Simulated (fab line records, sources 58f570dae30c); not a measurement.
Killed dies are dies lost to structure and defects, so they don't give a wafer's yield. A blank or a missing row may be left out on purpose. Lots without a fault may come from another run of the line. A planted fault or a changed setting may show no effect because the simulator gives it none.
Which tool did it? | flow berkeley_cmos170 | 16 lots, 48 wafers sampled, at 5 steps of a route of 331

WHAT THE GAUGES READ, wafer by wafer
UCB170_NWELL_OVL_MEAS_12.
lot  | measured    | on         | NWELL_OVL (nm)
L973 | day 2 12:20 | overlay-02 | 1 6 4
L974 | day 2 19:01 | overlay-01 | -6 9 7
L975 | day 2 19:16 | overlay-02 | -2 0 4
L976 | day 3 08:43 | overlay-02 | 3 8 2
L977 | day 3 12:37 | overlay-01 | -6 1 7
L979 | day 3 18:52 | overlay-01 | 2 0 5
L978 | day 3 18:37 | overlay-01 | -3 5 9
L980 | day 3 23:22 | overlay-01 | 13 7 6
L981 | day 4 02:20 | overlay-01 | -6 -9 -2
L982 | day 4 09:34 | overlay-01 | -4 -11 -2
L986 | day 5 09:21 | overlay-01 | 12 3 1
L987 | day 5 09:05 | overlay-02 | 7 -1 -6
L988 | day 5 13:08 | overlay-01 | -7 1 1
L989 | day 5 17:23 | overlay-01 | 8 8 10
L990 | day 6 04:43 | overlay-01 | 3 11 4
L994 | day 6 16:47 | overlay-02 | 4 2 1

UCB170_PFIELD_OVL_MEAS_06.
lot  | measured    | on         | PFIELD_OVL (nm)
L973 | day 4 13:28 | overlay-01 | -1 6 -1
L974 | day 4 23:07 | overlay-02 | -8 6 -11
L975 | day 4 23:08 | overlay-01 | 16 3 14
L976 | day 5 14:23 | overlay-02 | -11 -6 -3
L977 | day 5 14:08 | overlay-02 | 0 -8 3
L979 | day 5 23:14 | overlay-02 | -2 -4 -11
L978 | day 5 23:58 | overlay-01 | 0 -3 11
L980 | day 6 03:04 | overlay-02 | 1 -11 0
L981 | day 5 23:48 | overlay-02 | 6 14 8
L982 | day 6 10:28 | overlay-01 | -1 -1 -2
L986 | day 7 16:41 | overlay-02 | 257 252 264
L987 | day 7 16:07 | overlay-02 | 266 269 265
L988 | day 7 16:25 | overlay-02 | 5 -5 3
L989 | day 7 16:22 | overlay-01 | 254 251 258
L990 | day 8 03:53 | overlay-01 | 260 260 246
L994 | day 8 13:51 | overlay-02 | 3 6 7

UCB170_SACOX_THK_MEAS_02.
lot  | measured    | on            | SACOX_OXIDE_THK (nm)
L973 | day 5 06:32 | film_metro-04 | 14.6 14.8 14.8
L974 | day 5 16:44 | film_metro-04 | 14.3 14.1 14.4
L975 | day 5 16:44 | film_metro-02 | 14.3 14.3 14.2
L976 | day 6 05:35 | film_metro-04 | 14.3 14.3 14.4
L977 | day 6 05:36 | film_metro-02 | 14.6 14.9 14.4
L979 | day 6 16:47 | film_metro-04 | 14.3 14.2 14.0
L978 | day 6 16:44 | film_metro-03 | 14.8 14.8 14.9
L980 | day 6 21:14 | film_metro-04 | 14.7 14.5 14.8
L981 | day 6 16:43 | film_metro-02 | 14.3 14.6 14.3
L982 | day 7 06:46 | film_metro-02 | 13.8 13.6 13.6
L986 | day 8 12:13 | film_metro-03 | 14.4 14.6 14.2
L987 | day 8 12:13 | film_metro-04 | 14.6 14.6 14.6
L988 | day 8 12:16 | film_metro-04 | 15.0 14.9 14.9
L989 | day 8 12:13 | film_metro-02 | 14.1 14.4 14.4
L990 | day 8 23:31 | film_metro-04 | 14.3 14.3 14.4
L994 | day 9 09:09 | film_metro-02 | 14.2 14.4 14.1

WHICH TOOL RAN EACH LOT (tool, then ch and the chambers of the sampled wafers, then the start)
lot  | UCB170_ZERO_STRIP_07                | UCB170_PFIELD_EXPOSE_03
L973 | plasma_asher-04 ch 0,1, day 2 02:22 | krf_scanner-02 ch 0, day 4 12:55
L974 | plasma_asher-04 ch 0,1, day 2 07:28 | krf_scanner-01 ch 0, day 4 22:16
L975 | plasma_asher-04 ch 0,1, day 2 09:01 | krf_scanner-01 ch 0, day 4 22:25
L976 | plasma_asher-01 ch 0,1, day 2 14:25 | krf_scanner-02 ch 0, day 5 13:58
L977 | plasma_asher-04 ch 0,1, day 3 00:07 | krf_scanner-01 ch 0, day 5 13:36
L979 | plasma_asher-01 ch 0,1, day 3 08:22 | krf_scanner-01 ch 0, day 5 21:45
L978 | plasma_asher-03 ch 0,1, day 3 08:34 | krf_scanner-01 ch 0, day 5 22:38
L980 | plasma_asher-04 ch 0,1, day 3 14:10 | krf_scanner-02 ch 0, day 6 02:22
L981 | plasma_asher-04 ch 0,1, day 3 16:56 | krf_scanner-01 ch 0, day 5 22:11
L982 | plasma_asher-03 ch 0,1, day 3 21:54 | krf_scanner-02 ch 0, day 6 10:05
L986 | plasma_asher-01 ch 0,1, day 4 17:08 | krf_scanner-01 ch 0, day 7 16:03
L987 | plasma_asher-01 ch 0,1, day 4 21:31 | krf_scanner-01 ch 0, day 7 15:13
L988 | plasma_asher-01 ch 0,1, day 5 03:43 | krf_scanner-02 ch 0, day 7 15:46
L989 | plasma_asher-04 ch 0,1, day 5 07:55 | krf_scanner-01 ch 0, day 7 15:19
L990 | plasma_asher-01 ch 0,1, day 5 14:41 | krf_scanner-01 ch 0, day 8 03:19
L994 | plasma_asher-03 ch 0,1, day 6 07:55 | krf_scanner-02 ch 0, day 8 13:29
- UCB170_ZERO_STRIP_07: strips in O2.
- UCB170_PFIELD_EXPOSE_03: exposes mask PFIELD, target cd 1500 nm.

WHAT THE TOOLS THEMSELVES READ (means of the sampled wafers that have a number; where no wafer has one, the mark that the record gives instead)
UCB170_ZERO_STRIP_07.
lot  | tool            | drypump_motor_current_A (A) | oes_product_au (a.u.) | strip_time_to_endpoint_s (s)
L973 | plasma_asher-04 | 5.4                         | 0.728                 | 21.60
L974 | plasma_asher-04 | 5.4                         | 0.727                 | 21.53
L975 | plasma_asher-04 | 5.4                         | 0.730                 | 21.54
L976 | plasma_asher-01 | 5.3                         | 0.725                 | 21.51
L977 | plasma_asher-04 | 5.4                         | 0.723                 | 21.60
L979 | plasma_asher-01 | 5.3                         | 0.727                 | 21.51
L978 | plasma_asher-03 | 5.6                         | 0.727                 | 21.53
L980 | plasma_asher-04 | 5.4                         | 0.727                 | 21.62
L981 | plasma_asher-04 | 5.4                         | 0.725                 | 21.56
L982 | plasma_asher-03 | 5.4                         | 0.723                 | 21.52
L986 | plasma_asher-01 | 5.6                         | 0.727                 | 21.48
L987 | plasma_asher-01 | 5.6                         | 0.731                 | 21.61
L988 | plasma_asher-01 | 5.3                         | 0.729                 | 21.46
L989 | plasma_asher-04 | 5.4                         | 0.723                 | 21.49
L990 | plasma_asher-01 | 5.6                         | 0.733                 | 21.57
L994 | plasma_asher-03 | 5.6                         | 0.724                 | 21.59

THE ANSWER, worked out from the rows above alone
Rule: what is usual is taken from the lots themselves. Put in order of their means at a reading, lots are off if they are a third of the lots or fewer, leave a main group of 4 or more, and stand apart from it by a gap of 3 or more times the standard deviation of the main group's means; of several such gaps the widest counts. A main group whose means are all the same, to the digits that the tables above print for the reading, isn't used. A lot without any number at a reading at which 4 lots or more have one is off too. The other lots that the step has rows for count as sound. The gauges are gone through in route order, then the tools' own readings, and for those a lot's mean is taken as printed above. The first step at which some lot is off is used, and at that step the reading that is off furthest; a lot without a number counts as furthest.
Off: L986, L987, L989, L990, at UCB170_PFIELD_OVL_MEAS_06 (PFIELD_OVL). The main group: mean 1 nm, standard deviation 5.4.
A tool fits if, at a process step before that reading, it ran every lot that is off, and no sound lot after the first of them. The gauges at UCB170_PFIELD_OVL_MEAS_06 are tried like those tools. One fits: krf_scanner-01 at UCB170_PFIELD_EXPOSE_03. Its last sound lot is L978 (day 5 22:38), its first lot that is off L987 (day 7 15:13): a fault that began between those two fits.

WHAT THE SIMULATOR HAD PUT IN
Scanner matching overlay: krf_scanner-01, from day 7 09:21 on, at UCB170_PFIELD_EXPOSE_03. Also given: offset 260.
Lots struck among those shown: L987, L986, L989, L990. The rule above found the same.
